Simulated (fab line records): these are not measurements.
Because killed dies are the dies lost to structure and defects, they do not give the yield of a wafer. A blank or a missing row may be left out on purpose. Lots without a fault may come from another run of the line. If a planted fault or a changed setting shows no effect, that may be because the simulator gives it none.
A single fault, viewed from 2 desks | flow berkeleyCmos170 | each desk has only its own numbers; what lay behind them comes last

## AT THE METROLOGY DESK
Lot by lot, what the gauges showed, no matter which tool ran the lot: averages of those sampled wafers that carry a number. The brackets show how far a lot's mean lies from the usual mean; more than 4 standard deviations puts the lot out of limits, marked OUT.
Columns: A = cdNm at UCB170_GATE_CD_MEAS_90, usual 350.1 nm; B = PSD_TW at UCB170_PSD_TW_MEAS_10, usual 2313; C = NSD_TW at UCB170_NSD_TW_MEAS_10, usual 4152; D = PSD_RS at UCB170_SDANNEAL_RS_MEAS_02, usual 75.5 ohm/sq
lot  | first seen here | A     | B              | C    | D
L323 | day 7 11:16     | 350.6 | 2342           | 4204 | 75.5
L322 | day 7 11:17     | 350.2 | 2286           | 4169 | 75.2
L324 | day 7 20:06     | 349.5 | 2310           | 4174 | 75.4
L325 | day 7 20:20     | 351.6 | 2331           | 4141 | 75.8
L326 | day 8 03:24     | 350.1 | 2294           | 4161 | 75.9
L327 | day 8 03:31     | 350.0 | 2301           | 4150 | 75.6
L331 | day 9 05:47     | 351.5 | 2317           | 4091 | 76.0
L330 | day 9 06:11     | 350.1 | 2315           | 4183 | 75.2
L335 | day 10 09:15    | 347.4 | 1901 (-21) OUT | 4156 | 115.2 (+99 or more) OUT
L339 | day 10 21:32    | 351.3 | 1927 (-19) OUT | 4156 | 114.7 (+99 or more) OUT
L337 | day 10 21:40    | 351.6 | 2298           | 4138 | 75.4
L338 | day 10 21:53    | 349.2 | 2334           | 4188 | 75.4
L342 | day 11 22:19    | 349.0 | 2351           | 4158 | 75.2
L343 | day 12 11:01    | 348.9 | 2323           | 4133 | 75.6
Per this desk, out of limits: L335, L339; the first was L335, day 10 23:12 (PSD_TW at UCB170_PSD_TW_MEAS_10). L323, L322, L324, L325, L326, L327, L331, L330, L337, L338, L342, L343 stayed within limits.

## FOR THE TOOL OWNER'S DESK: implanter-01
The tool's own readings at UCB170_PSD_IMPLANT_08, given as means over the sampled wafers that have a number, one for each lot that went through this tool. The brackets show how far a lot's mean lies from the usual mean; more than 4 standard deviations puts the lot out of limits, marked OUT.
Columns: A = doseIonsCm2 at UCB170_PSD_IMPLANT_08, usual 3.0001e+15; B = endStationPressureTorr at UCB170_PSD_IMPLANT_08, usual 1.26e-05 Torr; C = faradayCurrentUA at UCB170_PSD_IMPLANT_08, usual 9274
lot  | first seen here | A                            | B                   | C
L324 | day 8 08:47     | 2.9999e+15                   | 1.19e-05            | 9314
L326 | day 8 16:51     | 3.0032e+15                   | 1.28e-05            | 9001
L335 | day 10 23:00    | 1.6482e+15 (-99 or more) OUT | 9.07e-06 (-5.3) OUT | 5280 (-21) OUT
L339 | day 11 11:10    | 1.6488e+15 (-99 or more) OUT | 9.43e-06 (-4.7) OUT | 5150 (-22) OUT
This desk's verdict: out of limits on L335, L339, starting with L335 at day 10 23:00 (doseIonsCm2 at UCB170_PSD_IMPLANT_08). L324, L326 stayed within limits.

## TAKEN TOGETHER
An alarm could have come from the tool owner's desk at day 10 23:00, on L335, L339.
Metrology desk: alarm possible at day 10 23:12 on L335, L339.
Of the lots named, all ran UCB170_PSD_IMPLANT_08 on implanter-01.

## WHAT HAD BEEN PUT IN BY THE SIMULATOR
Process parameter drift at UCB170_PSD_IMPLANT_08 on implanter-01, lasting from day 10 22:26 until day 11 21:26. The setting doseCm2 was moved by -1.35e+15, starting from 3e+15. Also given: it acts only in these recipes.
Struck lots among those shown: L335, L339.
Delay (hours) between the fault's onset and each desk's first out-of-limits reading: 1 at the tool owner's desk, 1 at the metrology desk.
